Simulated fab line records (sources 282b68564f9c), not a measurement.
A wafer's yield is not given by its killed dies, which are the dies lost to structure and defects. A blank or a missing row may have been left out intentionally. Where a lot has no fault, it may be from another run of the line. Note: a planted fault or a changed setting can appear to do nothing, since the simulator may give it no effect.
A lot that was struck, set against a sound lot -- flow rit_cmos -- 14 out of 202 route steps
Sound: the wafers L638.2, L638.4, L638.5. The struck wafers were L640.2, L640.3, L640.6. The cause is given at the end.
Order at every step that has rows: each side's tool, ch and its chambers, its first start. Under that, the readings that differ: sound wafers -- struck wafers -- difference of the means -- sigmas: that difference in standard deviations of wafers without a fault.
alike: a reading whose means differ by less than 2 such deviations, as well as words and numbers matching on both sides. not compared: withheld readings; readings where some wafer has no value; bounds like >300 that might hide an equal value; numbers whose values overlap and for which the record gives no deviation.
Wherever a step has rows on one side only, a row that says differs or no value, or a row with sigmas, the two part there. Numbers that have no deviation but don't overlap get no sigmas and don't part them. A reading that every wafer of one side lacks parts them only if that side has two wafers or more.

first, 2 steps without rows for these wafers: RIT_NSD_PEB_04; RIT_NSD_DEVELOP_05 (develop time 50 s).
RIT_NSD_OVL_MEAS_06:
  sound on overlay-02 at day 3 11:35; struck on overlay-02 at day 3 21:40
  alike: NSD_OVL
then, 2 steps without rows for these wafers: RIT_NSD_HARDBAKE_07 (time 60 s); RIT_NSD_IMPLANT_08.
RIT_NSD_STRIP_09: strips in O2, time 180 s.
  sound on plasma_asher-01 ch 0,1, day 3 11:55; struck on plasma_asher-02 ch 0,1, day 3 21:59
  alike: drypump_motor_current_A
  not compared: rf_hours_counter_h
RIT_NSD_TW_MEAS_10:
  sound on film_metro-03 at day 3 12:06; struck on film_metro-01 at day 3 22:10
  alike: NSD_TW
then, 5 steps without rows for these wafers: RIT_PSD_HMDS_00 (prime time 60 s); RIT_PSD_COAT_01 (resist thk 1000 nm); RIT_PSD_SOFTBAKE_02 (time 60 s); RIT_PSD_EXPOSE_03 (exposes mask M10, target cd 40900 nm); RIT_PSD_PEB_04.
RIT_PSD_DEVELOP_05: develop time 50 s.
  struck on litho_track-01, day 3 23:00; sound on litho_track-02 ch 0, day 3 12:00
  no value came back on the struck wafers for chill_plate_temp_C (C), develop_time_s (s); on the sound wafers chill_plate_temp_C (C) reads 22.83 22.85 22.92
RIT_PSD_OVL_MEAS_06:
  sound on overlay-01 at day 3 13:00; struck on overlay-01 at day 3 23:12
reading,sound,struck,difference,sigmas
PSD_OVL (nm),-1.3 -0.2 0.6,- - -,no value on the struck wafers,

== WHERE THEY PART ==
First at RIT_PSD_DEVELOP_05; last, within this record, at RIT_PSD_OVL_MEAS_06.

WHY: what had been put in by the simulator
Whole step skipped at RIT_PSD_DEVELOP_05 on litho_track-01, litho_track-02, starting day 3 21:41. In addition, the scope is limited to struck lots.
